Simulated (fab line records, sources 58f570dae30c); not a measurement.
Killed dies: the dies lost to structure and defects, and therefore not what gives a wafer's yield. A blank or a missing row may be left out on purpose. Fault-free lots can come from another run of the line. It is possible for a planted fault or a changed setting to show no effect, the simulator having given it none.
Comparing a struck lot with a sound one -- flow berkeleyCmos170 -- 15 steps out of a route of 331
Sound: wafers L655.2, L655.5, L655.6. Struck: wafer L663.3 (L663.4, L663.5, from the same lot, were not struck and are left out); the cause is given at the end.
For every step that has rows: the tool of each side, followed by ch and its chambers, followed by its first start. Under that, the readings that differ: sound wafers -- struck wafers -- difference of the means -- sigmas: that difference in standard deviations of wafers without a fault.
alike: a reading whose means differ by less than 2 such deviations, as well as words and numbers matching on both sides. not compared: withheld readings; readings where some wafer has no value; bounds like >300 that might hide an equal value; numbers whose values overlap and for which the record gives no deviation.
A row with sigmas, a row that says differs or no value, or rows on one side alone: a step with any of these is where the two part. When numbers do not overlap yet have no deviation, they are printed without sigmas and do not part them. Lack of a reading on every wafer of one side parts them only where that side has two or more wafers.

first, 1 step without rows for these wafers: UCB170_NWELL_OXIDATION_01 (target thk 26.4 nm, ox time 1260 s).
UCB170_NWELL_THK_MEAS_02:
  sound: filmMetro-04 at day 3 18:08; struck: filmMetro-01 at day 5 07:49
  alike: NWELL_OXIDE_THK
then, 2 steps without rows for these wafers: UCB170_NWELL_ANNEAL_03 (time 900 s); UCB170_NWELL_CVD_04 (deposits Si3N4 from SiH2Cl2/NH3, target thk 224 nm, time 3360 s).
UCB170_NWELL_THK_MEAS_05:
  sound: filmMetro-01 at day 3 21:43; struck: filmMetro-02 at day 5 12:15
  alike: NWELL_NITRIDE_THK
then, 6 steps without rows for these wafers: UCB170_NWELL_HMDS_06 (prime time 60 s); UCB170_NWELL_COAT_07 (resist thk 900 nm); UCB170_NWELL_SOFTBAKE_08 (time 60 s); UCB170_NWELL_EXPOSE_09 (exposes mask NWELL, target cd 3000 nm); UCB170_NWELL_PEB_10; UCB170_NWELL_DEVELOP_11 (develop time 45 s).
UCB170_NWELL_OVL_MEAS_12:
  sound: overlay-01 at day 3 23:22; struck: overlay-01 at day 5 13:09
  alike: NWELL_OVL
UCB170_NWELL_ETCH_13: etches Si3N4 in CH3F/Ar/O2, stops on SiO2, target depth 246.4 nm, time 154 s.
  sound on rieDiel-01 ch 1,2, day 3 23:24; struck on rieDiel-01 ch 3, day 5 13:10
reading,sound,struck,difference,sigmas
overEtchFrac,0.1 0.1 0.1,0.11294,+0.01294,
  alike: chamberPressureMTorr, drypumpMotorCurrentA, oesProductAu, throttleValvePct
  not compared: rfHoursCounterH
after that, 1 step had no rows for these wafers: UCB170_NWELL_IMPLANT_14.
UCB170_M3_PROBE_99:
  sound wafers here have rows in the record (prober-01, day 9 08:55); struck ones have none

== WHERE THEY PART ==
At UCB170_M3_PROBE_99 and nowhere else, as far as this record goes.

WHY: what had been put in by the simulator
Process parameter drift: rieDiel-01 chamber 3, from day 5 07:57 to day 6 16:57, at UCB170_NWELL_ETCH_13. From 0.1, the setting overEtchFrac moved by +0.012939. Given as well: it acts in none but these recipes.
